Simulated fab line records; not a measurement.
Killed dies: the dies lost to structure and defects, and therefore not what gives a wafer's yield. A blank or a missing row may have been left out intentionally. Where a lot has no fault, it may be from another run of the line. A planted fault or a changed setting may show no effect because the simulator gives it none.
Split-lot experiment / flow berkeley cmos170 / on a route of 331 steps: 5 lots, 23 wafers read

## THE SPLIT
At UCB170_M3_SPUTTER_01 (material Al, target thk 900 nm, time 120 s), the setting power w was moved away from the recipe's 6000 W on 10 of the 23 wafers read, by -8.2% to +6.7%. All remaining wafers had this setting at the recipe value.

## FROM THE SPLIT TO THE READING: what the file shows between them, 1 step
- UCB170_M3_RS_MEAS_02: measures by four-point-probe

## THE READING
M3_AL_THK, in nm, at UCB170_M3_THK_MEAS_03 (measures by xrf). On this fab line, fault-free wafers typically give 890 nm with a standard deviation of 9.1 nm.

wafer=L076.1; tool, chamber at the split=pvd sputter-03, -; power w as run, W=6000; against the recipe=recipe; M3_AL_THK, nm=899; against lot-mates on the recipe=-
wafer=L076.2; tool, chamber at the split=pvd sputter-03, -; power w as run, W=6000; against the recipe=recipe; M3_AL_THK, nm=889; against lot-mates on the recipe=-
wafer=L076.3; tool, chamber at the split=pvd sputter-03, -; power w as run, W=6000; against the recipe=recipe; M3_AL_THK, nm=890; against lot-mates on the recipe=-
wafer=L076.4; tool, chamber at the split=pvd sputter-03, -; power w as run, W=5509; against the recipe=-8.2%; M3_AL_THK, nm=807; against lot-mates on the recipe=-86
wafer=L076.5; tool, chamber at the split=pvd sputter-03, -; power w as run, W=5509; against the recipe=-8.2%; M3_AL_THK, nm=819; against lot-mates on the recipe=-74
wafer=L075.2; tool, chamber at the split=pvd sputter-04, -; power w as run, W=6369; against the recipe=+6.2%; M3_AL_THK, nm=947; against lot-mates on the recipe=+58
wafer=L075.3; tool, chamber at the split=pvd sputter-04, -; power w as run, W=6000; against the recipe=recipe; M3_AL_THK, nm=879; against lot-mates on the recipe=-
wafer=L075.4; tool, chamber at the split=pvd sputter-04, -; power w as run, W=6369; against the recipe=+6.2%; M3_AL_THK, nm=943; against lot-mates on the recipe=+54
wafer=L075.5; tool, chamber at the split=pvd sputter-04, -; power w as run, W=6369; against the recipe=+6.2%; M3_AL_THK, nm=935; against lot-mates on the recipe=+46
wafer=L075.6; tool, chamber at the split=pvd sputter-04, -; power w as run, W=6000; against the recipe=recipe; M3_AL_THK, nm=899; against lot-mates on the recipe=-
wafer=L077.2; tool, chamber at the split=pvd sputter-01, -; power w as run, W=6000; against the recipe=recipe; M3_AL_THK, nm=899; against lot-mates on the recipe=-
wafer=L077.4; tool, chamber at the split=pvd sputter-01, -; power w as run, W=6000; against the recipe=recipe; M3_AL_THK, nm=900; against lot-mates on the recipe=-
wafer=L077.6; tool, chamber at the split=pvd sputter-01, -; power w as run, W=6000; against the recipe=recipe; M3_AL_THK, nm=896; against lot-mates on the recipe=-
wafer=L081.1; tool, chamber at the split=pvd sputter-04, -; power w as run, W=6401; against the recipe=+6.7%; M3_AL_THK, nm=947; against lot-mates on the recipe=+56
wafer=L081.3; tool, chamber at the split=pvd sputter-04, -; power w as run, W=6000; against the recipe=recipe; M3_AL_THK, nm=906; against lot-mates on the recipe=-
wafer=L081.4; tool, chamber at the split=pvd sputter-04, -; power w as run, W=6000; against the recipe=recipe; M3_AL_THK, nm=884; against lot-mates on the recipe=-
wafer=L081.5; tool, chamber at the split=pvd sputter-04, -; power w as run, W=6000; against the recipe=recipe; M3_AL_THK, nm=884; against lot-mates on the recipe=-
wafer=L081.6; tool, chamber at the split=pvd sputter-04, -; power w as run, W=6401; against the recipe=+6.7%; M3_AL_THK, nm=945; against lot-mates on the recipe=+54
wafer=L083.2; tool, chamber at the split=pvd sputter-03, -; power w as run, W=6350; against the recipe=+5.8%; M3_AL_THK, nm=946; against lot-mates on the recipe=+55
wafer=L083.3; tool, chamber at the split=pvd sputter-03, -; power w as run, W=6000; against the recipe=recipe; M3_AL_THK, nm=887; against lot-mates on the recipe=-
wafer=L083.4; tool, chamber at the split=pvd sputter-03, -; power w as run, W=6000; against the recipe=recipe; M3_AL_THK, nm=895; against lot-mates on the recipe=-
wafer=L083.5; tool, chamber at the split=pvd sputter-03, -; power w as run, W=6350; against the recipe=+5.8%; M3_AL_THK, nm=936; against lot-mates on the recipe=+45
wafer=L083.6; tool, chamber at the split=pvd sputter-03, -; power w as run, W=6350; against the recipe=+5.8%; M3_AL_THK, nm=939; against lot-mates on the recipe=+48

THE FIT
A straight line over all 23 wafers: M3_AL_THK changes by +8.71 nm for each +1% of power w; r = +0.98; the points scatter about the line by 7.4 nm.
The same after taking each lot's own level away (the mean of its wafers on the recipe; 23 wafers): +8.94 nm for each +1%; r = +0.99; scatter 6.7 nm.
The reading moves by 73 nm for the largest change in power w, on that fit.
From 889.0 to 898.3 nm: that is the span of the lots' own levels, equal to 1.0 times the standard deviation above.
The two slopes are in agreement: the lot-to-lot level therefore moves the slope only a little.
Check: -70.7 nm against its lot-mates is what the line predicts for one of the wafers moved furthest among these (-8.2%) when that wafer is left out of the fit. It came out at -85.7 nm against them.

## FURTHER SPLITS ON THESE WAFERS
Note: prior to the reading, these wafers also went through further splits. Each is held against what the fit with the lots' levels taken away leaves over:
other split on the same wafers=UCB170_M2_SPUTTER_01 time s; wafers away from the commonest value=11; r with M3_AL_THK (lot level and that fit taken away)=+0.18
other split on the same wafers=UCB170_M2_DEVELOP_14 dev temp c; wafers away from the commonest value=9; r with M3_AL_THK (lot level and that fit taken away)=-0.12

## THE WHOLE CHAIN: every reading that the file lists as answering this split, in the file's order
step=UCB170_M3_SPUTTER_01; what it does=material Al, target thk 900 nm, time 120 s; reading=Al_of_M3_SPUTTER_01.thk nm (the simulator's own value, which no gauge read); change (the file's fit)=+8.91 nm for each +1% of the setting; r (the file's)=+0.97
step=UCB170_M3_RS_MEAS_02; what it does=measures by four-point-probe; reading=M3_AL_RS; change (the file's fit)=-0.000321 for each +1% of the setting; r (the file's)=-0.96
step=UCB170_M3_THK_MEAS_03; what it does=measures by xrf; reading=M3_AL_THK; change (the file's fit)=+8.88 for each +1% of the setting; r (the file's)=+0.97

## FILE'S OWN FIT
M3_AL_THK changes by +8.88 nm for each +1% of power w, r = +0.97.
